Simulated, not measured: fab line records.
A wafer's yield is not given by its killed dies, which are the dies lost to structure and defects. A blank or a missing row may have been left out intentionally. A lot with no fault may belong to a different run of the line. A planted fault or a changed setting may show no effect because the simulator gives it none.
fab line records -- flow rit_cmos -- part 2 of 2: steps 31 to 42 of 42
record: lots: 5, wafers: 15, last_day: 5
route steps=202 shown FOX2@25 NWELL@28 PWELL@39 WELLDRIVE@50 NRETRO@53 PRETRO@64
lots that met no fault: taken from a fault-free run of the same line
start_h: hours from the record's opening day to when the first of the lot's shown wafers began -- wait_h: hours since the lot's step before -- " identical to the entry in the row above -- L1.1+2: one row covering several wafers at once -- - either no value or no given start -- * or withheld: withheld -- < > ~ a bound
route shown NAME@n: NAME is a module with steps in the file, n the number in the route of the first one -- usual: average and standard deviation across the fault-free wafers -- same: alike in all rows -- chamber/n: place in a boat -- sites: per-site readings -- _std_site: standard deviation across them -- _edge_site: outer sites' mean less inner sites' -- radius_mm: how far each site lies from the wafer's centre -- mask NAME#n: copy n -- behind: the tool/chamber that last shaped the wafer -- hold: reason for holding the lot/hours on hold/outcome of the hold -- device: which transistor (n, p or np) failed to switch -- end of line: tests run on the same wafers once the route is complete -- a step with no rows: only its recipe -- killed: dies lost to structure and defects at the first sort, not the wafer's yield -- map: dies across one wafer; x = killed, . = not, _ = none there
set.NAME: the setting the step ran with; set.NAME@STEP: the setting that earlier step ran with -- model.NAME: the simulator's own value behind a step, which no gauge read
a table for each step, a row for each wafer; lots at some steps of the route
services: the hour from which a tool's chamber was out of use, counted from the record's first day as start_h (under 0 if before that day), plus the number of hours and why
== steps ==
step: RIT_NRETRO_SOFTBAKE_02
recipe: resist: NOVOLAK, temp_c: 90, time_s: 60
usual: exhaust_pa: 44.9/0.96
lot.wafer,tool,chamber,start_h,wait_h,exhaust_pa
L074.2,litho_track-04,0,31.07,0.1,43.9
L074.3,litho_track-04,0,31.07,0.1,43.5
L074.5,litho_track-04,0,31.07,0.1,43.5
L075.3,litho_track-04,0,36.18,0.1,44.8
L075.5,litho_track-04,0,36.18,0.1,46.1
L075.6,litho_track-04,0,36.18,0.1,46.3
L077.1,litho_track-03,0,47.43,0.1,43.9
L077.3,litho_track-03,0,47.43,0.1,45.1
L077.5,litho_track-03,0,47.43,0.1,44.9
L078.3,litho_track-01,0,50.88,0.1,44.4
L078.4,litho_track-01,0,50.88,0.1,43.7
L078.5,litho_track-01,0,50.88,0.1,43.8
L085.2,litho_track-04,0,84.54,0.1,44.4
L085.3,litho_track-04,0,84.54,0.1,45.0
L085.5,litho_track-04,0,84.54,0.1,44.9
step: RIT_NRETRO_EXPOSE_03
recipe: mask_id: M4, na: 0.57, target_cd_nm: 43900, dose_mj: 250
lot.wafer,tool,chamber,start_h,wait_h,mask
L074.2+3+5,iline_stepper-01,0,31.21,0.1,M4#0
L075.3+5+6,iline_stepper-01,0,36.31,0.1,M4#0
L077.1+3+5,iline_stepper-01,0,47.71,0.2,M4#0
L078.3+4+5,iline_stepper-01,0,51.02,0.1,M4#0
L085.2+3+5,iline_stepper-01,0,84.81,0.2,M4#0
step: RIT_NRETRO_PEB_04
recipe: resist: NOVOLAK, temp_c: withheld, time_s: withheld
usual: exhaust_pa: 45.0/0.89
lot.wafer,tool,chamber,start_h,wait_h,exhaust_pa
L074.2,litho_track-04,0,31.33,0.1,46.3
L074.3,litho_track-04,0,31.33,0.1,46.5
L074.5,litho_track-04,0,31.33,0.1,44.4
L075.3,litho_track-03,0,36.44,0.1,44.1
L075.5,litho_track-03,0,36.44,0.1,45.5
L075.6,litho_track-03,0,36.44,0.1,45.4
L077.1,litho_track-04,0,47.82,0.1,45.3
L077.3,litho_track-04,0,47.82,0.1,46.6
L077.5,litho_track-04,0,47.82,0.1,45.2
L078.3,litho_track-01,0,51.15,0.1,45.3
L078.4,litho_track-01,0,51.15,0.1,45.3
L078.5,litho_track-01,0,51.15,0.1,45.7
L085.2,litho_track-04,0,84.99,0.2,44.5
L085.3,litho_track-04,0,84.99,0.2,44.6
L085.5,litho_track-04,0,84.99,0.2,44.7
step: RIT_NRETRO_DEVELOP_05
recipe: resist: NOVOLAK, develop_time_s: 68, dev_temp_c: 23
usual: exhaust_pa: 45.0/0.91
lot.wafer,tool,chamber,start_h,wait_h,exhaust_pa
L074.2,litho_track-04,0,-,-,46.1
L074.3,litho_track-04,0,-,-,46.3
L074.5,litho_track-04,0,-,-,45.5
L075.3,litho_track-03,0,-,-,45.3
L075.5,litho_track-03,0,-,-,45.6
L075.6,litho_track-03,0,-,-,45.5
L077.1,litho_track-04,0,-,-,45.9
L077.3,litho_track-04,0,-,-,44.4
L077.5,litho_track-04,0,-,-,46.6
L078.3,litho_track-01,0,-,-,44.0
L078.4,litho_track-01,0,-,-,44.3
L078.5,litho_track-01,0,-,-,44.5
L085.2,litho_track-04,0,-,-,45.4
L085.3,litho_track-04,0,-,-,44.5
L085.5,litho_track-04,0,-,-,44.5
step: RIT_NRETRO_OVL_MEAS_06
usual: NRETRO_OVL: 1.1/1.5
lot.wafer,tool,chamber,start_h,wait_h,NRETRO_OVL[nm]
L074.2,overlay-02,-,31.63,-,2.0
L074.3,overlay-02,-,31.63,-,1.5
L074.5,overlay-02,-,31.63,-,1.5
L075.3,overlay-02,-,36.72,-,1.0
L075.5,overlay-02,-,36.72,-,0.2
L075.6,overlay-02,-,36.72,-,0.2
L077.1,overlay-02,-,48.14,-,1.1
L077.3,overlay-02,-,48.14,-,-0.1
L077.5,overlay-02,-,48.14,-,1.0
L078.3,overlay-01,-,51.42,-,2.1
L078.4,overlay-01,-,51.42,-,-0.1
L078.5,overlay-01,-,51.42,-,-0.6
L085.2,overlay-01,-,85.28,-,-1.5
L085.3,overlay-01,-,85.28,-,-0.7
L085.5,overlay-01,-,85.28,-,1.2
step: RIT_NRETRO_HARDBAKE_07
recipe: resist: NOVOLAK, temp_c: 140, time_s: 120
usual: exhaust_pa: 45.0/0.82
lot.wafer,tool,chamber,start_h,wait_h,exhaust_pa
L074.2,litho_track-01,0,31.70,0.1,44.9
L074.3,litho_track-01,0,31.70,0.1,45.1
L074.5,litho_track-01,0,31.70,0.1,44.4
L075.3,litho_track-04,0,36.82,0.1,44.5
L075.5,litho_track-04,0,36.82,0.1,43.9
L075.6,litho_track-04,0,36.82,0.1,44.6
L077.1,litho_track-01,0,48.17,0.0,44.7
L077.3,litho_track-01,0,48.17,0.0,44.5
L077.5,litho_track-01,0,48.17,0.0,44.9
L078.3,litho_track-01,0,51.53,0.1,45.4
L078.4,litho_track-01,0,51.53,0.1,43.7
L078.5,litho_track-01,0,51.53,0.1,45.5
L085.2,litho_track-04,0,85.35,0.1,44.2
L085.3,litho_track-04,0,85.35,0.1,44.6
L085.5,litho_track-04,0,85.35,0.1,44.8
step: RIT_NRETRO_IMPLANT_08
recipe: species: P, energy_kev: 70.88, dose_cm2: 1e+13, tilt_deg: 7
lot.wafer,tool,chamber,start_h,wait_h
L074.2+3+5,implanter-04,0,31.93,0.2
L075.3+5+6,implanter-03,0,37.04,0.2
L077.1+3+5,implanter-03,0,48.42,0.2
L078.3+4+5,implanter-04,0,51.75,0.2
L085.2+3+5,implanter-03,0,85.59,0.2
step: RIT_NRETRO_STRIP_09
recipe: chemistry: O2, time_s: 180, resist: NOVOLAK, platen_temp_c: withheld, power_w: 500, pressure_mtorr: 4000, o2_flow_sccm: 4000
usual: drypump_motor_current_A: 5.8/0.38
lot.wafer,tool,chamber,start_h,wait_h,drypump_motor_current_A,rf_hours_counter_h
L074.2,plasma_asher-04,1,32.06,0.1,5.3,39
L074.3,plasma_asher-04,1,32.06,0.1,5.3,-
L074.5,plasma_asher-04,1,32.06,0.1,5.3,-
L075.3,plasma_asher-04,0,37.20,0.1,6.0,-
L075.5,plasma_asher-04,0,37.20,0.1,6.0,-
L075.6,plasma_asher-04,1,37.20,0.1,5.4,-
L077.1,plasma_asher-04,0,48.57,0.1,6.0,41
L077.3,plasma_asher-04,0,48.57,0.1,6.0,-
L077.5,plasma_asher-04,1,48.57,0.1,5.3,-
L078.3,plasma_asher-01,0,51.91,0.1,5.7,-
L078.4,plasma_asher-01,1,51.91,0.1,5.1,-
L078.5,plasma_asher-01,1,51.91,0.1,5.1,-
L085.2,plasma_asher-04,1,85.71,0.1,5.3,46
L085.3,plasma_asher-04,1,85.71,0.1,5.3,-
L085.5,plasma_asher-04,1,85.71,0.1,5.3,-
step: RIT_NRETRO_TW_MEAS_10
usual: NRETRO_TW: 1054/16
lot.wafer,tool,chamber,start_h,wait_h,NRETRO_TW
L074.2,film_metro-03,-,32.24,0.1,1039
L074.3,film_metro-03,-,32.24,0.1,1041
L074.5,film_metro-03,-,32.24,0.1,1046
L075.3,film_metro-04,-,37.34,0.1,1062
L075.5,film_metro-04,-,37.34,0.1,1058
L075.6,film_metro-04,-,37.34,0.1,1070
L077.1,film_metro-03,-,48.75,0.1,1035
L077.3,film_metro-03,-,48.75,0.1,1035
L077.5,film_metro-03,-,48.75,0.1,1037
L078.3,film_metro-03,-,52.04,0.1,1039
L078.4,film_metro-03,-,52.04,0.1,1042
L078.5,film_metro-03,-,52.04,0.1,1038
L085.2,film_metro-03,-,85.90,0.1,1047
L085.3,film_metro-03,-,85.90,0.1,1043
L085.5,film_metro-03,-,85.90,0.1,1040
step: RIT_PRETRO_HMDS_00
recipe: prime_time_s: 60, prime_temp_c: 140
usual: exhaust_pa: 44.9/1
lot.wafer,tool,chamber,start_h,wait_h,exhaust_pa
L074.2,litho_track-03,0,32.32,0.1,44.6
L074.3,litho_track-03,0,32.32,0.1,44.7
L074.5,litho_track-03,0,32.32,0.1,44.3
L075.3,litho_track-04,0,37.43,0.1,45.9
L075.5,litho_track-04,0,37.43,0.1,45.9
L075.6,litho_track-04,0,37.43,0.1,45.1
L077.1,litho_track-03,0,48.81,0.1,44.6
L077.3,litho_track-03,0,48.81,0.1,45.6
L077.5,litho_track-03,0,48.81,0.1,45.7
L078.3,litho_track-03,0,52.18,0.1,44.8
L078.4,litho_track-03,0,52.18,0.1,45.5
L078.5,litho_track-03,0,52.18,0.1,45.7
L085.2,litho_track-04,0,85.99,0.1,44.9
L085.3,litho_track-04,0,85.99,0.1,44.8
L085.5,litho_track-04,0,85.99,0.1,45.2
step: RIT_PRETRO_COAT_01
recipe: resist: NOVOLAK, spin_rpm: 2000, resist_thk_nm: 1300
usual: exhaust_pa: 45.0/0.93
lot.wafer,tool,chamber,start_h,wait_h,exhaust_pa
L074.2,litho_track-03,0,32.47,0.1,46.1
L074.3,litho_track-03,0,32.47,0.1,46.6
L074.5,litho_track-03,0,32.47,0.1,46.2
L075.3,litho_track-04,0,37.58,0.1,44.0
L075.5,litho_track-04,0,37.58,0.1,44.5
L075.6,litho_track-04,0,37.58,0.1,43.8
L077.1,litho_track-03,0,48.96,0.1,46.0
L077.3,litho_track-03,0,48.96,0.1,43.7
L077.5,litho_track-03,0,48.96,0.1,45.2
L078.3,litho_track-03,0,52.33,0.1,44.2
L078.4,litho_track-03,0,52.33,0.1,43.9
L078.5,litho_track-03,0,52.33,0.1,44.5
L085.2,litho_track-04,0,86.14,0.1,45.0
L085.3,litho_track-04,0,86.14,0.1,44.4
L085.5,litho_track-04,0,86.14,0.1,43.6
step: RIT_PRETRO_SOFTBAKE_02
recipe: resist: NOVOLAK, temp_c: 90, time_s: 60
usual: exhaust_pa: 45.0/0.92
lot.wafer,tool,chamber,start_h,wait_h,exhaust_pa
L074.2,litho_track-03,0,32.62,0.1,46.0
L074.3,litho_track-03,0,32.62,0.1,45.4
L074.5,litho_track-03,0,32.62,0.1,45.6
L075.3,litho_track-04,0,37.73,0.1,45.8
L075.5,litho_track-04,0,37.73,0.1,46.4
L075.6,litho_track-04,0,37.73,0.1,45.5
L077.1,litho_track-03,0,49.11,0.1,44.5
L077.3,litho_track-03,0,49.11,0.1,43.8
L077.5,litho_track-03,0,49.11,0.1,43.9
L078.3,litho_track-03,0,52.48,0.1,44.6
L078.4,litho_track-03,0,52.48,0.1,45.5
L078.5,litho_track-03,0,52.48,0.1,45.2
L085.2,litho_track-04,0,86.29,0.1,46.2
L085.3,litho_track-04,0,86.29,0.1,45.5
L085.5,litho_track-04,0,86.29,0.1,45.5
== services ==
tool,chamber,start_h,hours,kind
plasma_asher-01,-,-1.72,14.6,pm
furnace-03,-,1.57,2.8,pm
iline_stepper-02,-,7.10,2.1,pm
iline_stepper-02,-,9.19,-,consumable_replace:lamp
wet_bench-01,-,17.73,1.8,repair
furnace-01,-,25.65,2.7,pm
furnace-03,-,42.05,2.9,pm
implanter-04,-,45.12,4.3,repair
implanter-02,-,75.30,3.0,pm
